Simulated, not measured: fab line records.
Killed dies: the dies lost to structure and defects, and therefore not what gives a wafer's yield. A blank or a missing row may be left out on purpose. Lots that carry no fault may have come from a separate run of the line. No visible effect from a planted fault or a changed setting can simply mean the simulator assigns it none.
Check for tools in common / flow rit_cmos / Sampled: 13 lots, 39 wafers

== REASON IT WAS OPENED ==
At RIT_WELLDRIVE_RS_MEAS_01 the reading NWELL_RS is flagged on 1 of 13 lots. Wafers without a fault read 275.4 ohm/sq, standard deviation 0.97.
Rule: a lot is flagged when every wafer of it that has a number lies more than 4 standard deviations from that mean, or none has a number. The rest of the lots are taken to be sound.

lot=L316; measured=day 2 11:55; on=film_metro-01; NWELL_RS (ohm/sq), wafer by wafer=275.3 275.8 276.1; flag=
lot=L317; measured=day 2 17:15; on=film_metro-03; NWELL_RS (ohm/sq), wafer by wafer=274.6 275.0 275.1; flag=
lot=L318; measured=day 2 17:24; on=film_metro-01; NWELL_RS (ohm/sq), wafer by wafer=274.8 274.7 274.9; flag=
lot=L320; measured=day 3 01:26; on=film_metro-01; NWELL_RS (ohm/sq), wafer by wafer=273.9 274.3 274.6; flag=
lot=L321; measured=day 3 06:35; on=film_metro-03; NWELL_RS (ohm/sq), wafer by wafer=275.1 276.6 276.2; flag=
lot=L323; measured=day 3 19:12; on=film_metro-02; NWELL_RS (ohm/sq), wafer by wafer=277.1 276.8 277.2; flag=
lot=L324; measured=day 3 20:48; on=film_metro-03; NWELL_RS (ohm/sq), wafer by wafer=300.8 300.1 300.7; flag=FLAGGED
lot=L327; measured=day 4 17:00; on=film_metro-01; NWELL_RS (ohm/sq), wafer by wafer=276.5 275.6 275.3; flag=
lot=L333; measured=day 5 18:58; on=film_metro-01; NWELL_RS (ohm/sq), wafer by wafer=274.5 274.6 274.9; flag=
lot=L335; measured=day 6 05:44; on=film_metro-03; NWELL_RS (ohm/sq), wafer by wafer=274.7 275.3 275.4; flag=
lot=L337; measured=day 6 14:05; on=film_metro-03; NWELL_RS (ohm/sq), wafer by wafer=273.9 274.7 274.7; flag=
lot=L338; measured=day 6 20:38; on=film_metro-02; NWELL_RS (ohm/sq), wafer by wafer=276.3 275.1 276.0; flag=
lot=L339; measured=day 7 01:11; on=film_metro-03; NWELL_RS (ohm/sq), wafer by wafer=275.4 274.2 274.9; flag=
The mean of the flagged lots' numbers is 300.5 ohm/sq, +25.1 ohm/sq from the usual (+26 standard deviations).

== WHICH TOOL EACH LOT WENT THROUGH ==
The record keeps 1 process step preceding the reading, out of 202 steps on the route. Read each cell as the tool, then ch plus the chambers that the sampled wafers visited, then the start.
lot=L316; flag=; RIT_WELLDRIVE_ANNEAL_00=furnace-04 ch 0, day 2 06:50
lot=L317; flag=; RIT_WELLDRIVE_ANNEAL_00=furnace-04 ch 0, day 2 12:10
lot=L318; flag=; RIT_WELLDRIVE_ANNEAL_00=furnace-04 ch 0, day 2 12:10
lot=L320; flag=; RIT_WELLDRIVE_ANNEAL_00=furnace-04 ch 0, day 2 20:22
lot=L321; flag=; RIT_WELLDRIVE_ANNEAL_00=furnace-04 ch 0, day 3 01:30
lot=L323; flag=; RIT_WELLDRIVE_ANNEAL_00=furnace-03 ch 0, day 3 14:03
lot=L324; flag=FLAGGED; RIT_WELLDRIVE_ANNEAL_00=furnace-04 ch 0, day 3 15:43
lot=L327; flag=; RIT_WELLDRIVE_ANNEAL_00=furnace-03 ch 0, day 4 11:52
lot=L333; flag=; RIT_WELLDRIVE_ANNEAL_00=furnace-01 ch 0, day 5 13:52
lot=L335; flag=; RIT_WELLDRIVE_ANNEAL_00=furnace-03 ch 0, day 6 00:39
lot=L337; flag=; RIT_WELLDRIVE_ANNEAL_00=furnace-03 ch 0, day 6 08:59
lot=L338; flag=; RIT_WELLDRIVE_ANNEAL_00=furnace-03 ch 0, day 6 15:32
lot=L339; flag=; RIT_WELLDRIVE_ANNEAL_00=furnace-01 ch 0, day 6 20:07
What is done by these steps:
- RIT_WELLDRIVE_ANNEAL_00: time 14700 s.
- RIT_WELLDRIVE_RS_MEAS_01: measures by four-point-probe.

== FLAGGED AGAINST TOTAL, ONE TOOL AT A TIME (gauges that did the reading follow at the end) ==
step=RIT_WELLDRIVE_ANNEAL_00; tool=furnace-01; lots run=2; flagged=0; share of the flagged lots=none; sound lots run after its first flagged lot=-
step=RIT_WELLDRIVE_ANNEAL_00; tool=furnace-03; lots run=5; flagged=0; share of the flagged lots=none; sound lots run after its first flagged lot=-
step=RIT_WELLDRIVE_ANNEAL_00; tool=furnace-04; lots run=6; flagged=1; share of the flagged lots=all; sound lots run after its first flagged lot=0
step=RIT_WELLDRIVE_RS_MEAS_01; tool=film_metro-01; lots run=5; flagged=0; share of the flagged lots=none; sound lots run after its first flagged lot=-
step=RIT_WELLDRIVE_RS_MEAS_01; tool=film_metro-02; lots run=2; flagged=0; share of the flagged lots=none; sound lots run after its first flagged lot=-
step=RIT_WELLDRIVE_RS_MEAS_01; tool=film_metro-03; lots run=6; flagged=1; share of the flagged lots=all; sound lots run after its first flagged lot=3 (L335,L337,L339)

== WHAT THE TABLE PERMITS ==
In 2 table rows, all flagged lots were run: furnace-04 (RIT_WELLDRIVE_ANNEAL_00), film_metro-03 (RIT_WELLDRIVE_RS_MEAS_01).
- furnace-04 at RIT_WELLDRIVE_ANNEAL_00 ran 6 lots, 1 of them flagged. Its last sound lot is L321 (day 3 01:30), its first flagged lot L324 (day 3 15:43): a fault that began between those two fits. Its own readings lie more than 4 standard deviations out on every wafer of the flagged lots: run_length_s.
- film_metro-03 at RIT_WELLDRIVE_RS_MEAS_01 ran 6 lots, 1 of them flagged. Lots that were sound ran on it after the first flagged one (L335, L337, L339); a persistent fault on the entire tool would not allow that.
One tool is left: furnace-04 at RIT_WELLDRIVE_ANNEAL_00.

== WHAT THE SIMULATOR PUT IN ==
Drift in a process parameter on furnace-04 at RIT_WELLDRIVE_ANNEAL_00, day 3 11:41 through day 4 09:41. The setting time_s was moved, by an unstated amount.
Lots struck among those shown: L324. The same result came from the rule above.
